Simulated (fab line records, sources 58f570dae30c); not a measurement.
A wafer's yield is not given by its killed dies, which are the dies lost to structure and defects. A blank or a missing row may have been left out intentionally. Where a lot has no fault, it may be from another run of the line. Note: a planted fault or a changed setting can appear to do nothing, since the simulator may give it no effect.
What tool caused it? + flow berkeleyCmos170 + 14 lots, 42 wafers sampled, at 2 steps of a route of 331

## WHAT THE GAUGES READ, wafer by wafer
UCB170_PLDD_CD_MEAS_06: target cd 1200 nm.
| lot  | measured     | on       | cdNm (nm)            |
|------|--------------|----------|----------------------|
| L702 | day 7 12:55  | cdSem-01 | 1200.1 1199.4 1198.8 |
| L701 | day 7 13:13  | cdSem-01 | 1198.3 1197.0 1197.4 |
| L703 | day 7 13:14  | cdSem-02 | 1202.3 1201.9 1201.7 |
| L705 | day 8 01:57  | cdSem-02 | 1198.7 1198.9 1199.5 |
| L708 | day 8 12:08  | cdSem-02 | 1200.7 1201.7 1201.6 |
| L707 | day 8 12:50  | cdSem-02 | 1201.4 1200.3 1201.8 |
| L706 | day 8 13:06  | cdSem-02 | 1199.5 1200.3 1199.4 |
| L709 | day 8 22:16  | cdSem-01 | 1199.2 1199.3 1199.7 |
| L710 | day 8 22:37  | cdSem-01 | 1199.7 1200.7 1199.7 |
| L712 | day 9 14:02  | cdSem-02 | 1204.7 1202.7 1204.2 |
| L714 | day 9 14:23  | cdSem-01 | 1206.3 1206.3 1207.5 |
| L718 | day 10 11:45 | cdSem-01 | 1201.2 1198.8 1198.1 |
| L719 | day 10 21:48 | cdSem-02 | 1200.1 1198.8 1197.9 |
| L721 | day 11 15:23 | cdSem-02 | 1201.0 1201.8 1202.3 |

## EACH LOT AND THE TOOL THAT RAN IT (in order: tool; ch and the chambers of the sampled wafers; start)
| lot  | UCB170_PLDD_PEB_04               |
|------|----------------------------------|
| L702 | lithoTrack-02 ch 0, day 7 12:39  |
| L701 | lithoTrack-02 ch 0, day 7 12:57  |
| L703 | lithoTrack-03 ch 0, day 7 12:58  |
| L705 | lithoTrack-02 ch 0, day 8 01:41  |
| L708 | lithoTrack-04 ch 0, day 8 11:48  |
| L707 | lithoTrack-03 ch 0, day 8 12:34  |
| L706 | lithoTrack-03 ch 0, day 8 12:49  |
| L709 | lithoTrack-02 ch 0, day 8 22:01  |
| L710 | lithoTrack-04 ch 0, day 8 22:19  |
| L712 | lithoTrack-03 ch 0, day 9 13:47  |
| L714 | lithoTrack-03 ch 0, day 9 14:07  |
| L718 | lithoTrack-02 ch 0, day 10 11:29 |
| L719 | lithoTrack-04 ch 0, day 10 21:32 |
| L721 | lithoTrack-04 ch 0, day 11 15:07 |
- UCB170_PLDD_PEB_04

## AS READ BY THE TOOLS THEMSELVES (means over the sampled wafers that have a number; for cases with no such wafer, the mark the record gives instead)
UCB170_PLDD_PEB_04.
| lot  | tool          | heaterPowerTotalW (W) | plateTempC (C) | resistLineTempC (C) |
|------|---------------|-----------------------|----------------|---------------------|
| L702 | lithoTrack-02 | 56.76                 | 130.10         | 22.94               |
| L701 | lithoTrack-02 | 56.75                 | 130.01         | 22.90               |
| L703 | lithoTrack-03 | 56.75                 | 129.90         | 22.95               |
| L705 | lithoTrack-02 | 56.81                 | 130.01         | 23.05               |
| L708 | lithoTrack-04 | 56.83                 | 130.05         | 22.92               |
| L707 | lithoTrack-03 | 56.84                 | 129.98         | 22.90               |
| L706 | lithoTrack-03 | 56.80                 | 130.08         | 23.04               |
| L709 | lithoTrack-02 | 56.77                 | 129.99         | 23.00               |
| L710 | lithoTrack-04 | 56.79                 | 130.09         | 22.88               |
| L712 | lithoTrack-03 | 57.30                 | 130.98         | 23.01               |
| L714 | lithoTrack-03 | 57.26                 | 130.96         | 23.13               |
| L718 | lithoTrack-02 | 56.78                 | 130.15         | 22.99               |
| L719 | lithoTrack-04 | 56.82                 | 129.91         | 23.03               |
| L721 | lithoTrack-04 | 56.78                 | 129.79         | 22.88               |

## THE ANSWER, worked out from the rows above alone
Rule: what is usual is taken from the lots themselves. The widest of any qualifying gaps counts: lots, ordered by their means at a reading, are off when they make up no more than a third of the lots, leave a main group of 4 or more, and stand apart from it by 3 or more times the standard deviation of that group's means. A main group whose means are all the same, to the digits that the tables above print for the reading, isn't used. A lot without any number at a reading at which 4 lots or more have one is off too. All remaining lots with rows at the step are treated as sound. First the gauges in route order, then the tools' own readings, where a lot's mean is used as printed above. At the first step where some lot is off, the reading lying furthest off is the one used; lots without a number count as furthest.
Off: L712, L714, at UCB170_PLDD_PEB_04 (heaterPowerTotalW). The main group has a mean of 56.79 W with a standard deviation of 0.029.
If a tool, at that step or one of the process steps before it, ran each lot that is off and ran no sound lot following the first of them, it fits. One fits: UCB170_PLDD_PEB_04 on lithoTrack-03. Its last sound lot is L706 (day 8 12:49), its first lot that is off L712 (day 9 13:47): a fault that began between those two fits.
The tool's own readings at UCB170_PLDD_PEB_04 bear it out: on the lots that are off they differ by more than 5 times the standard deviation of the sound lots' means. heaterPowerTotalW reads 57.28 W there against 56.79 W on the sound lots; plateTempC reads 130.97 C there against 130.00 C on the sound lots.

## WHAT HAD BEEN PUT IN BY THE SIMULATOR
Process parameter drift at UCB170_PLDD_PEB_04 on lithoTrack-03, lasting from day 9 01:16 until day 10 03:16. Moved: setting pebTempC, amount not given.
Struck lots among those shown: L712, L714. The same result came from the rule above.
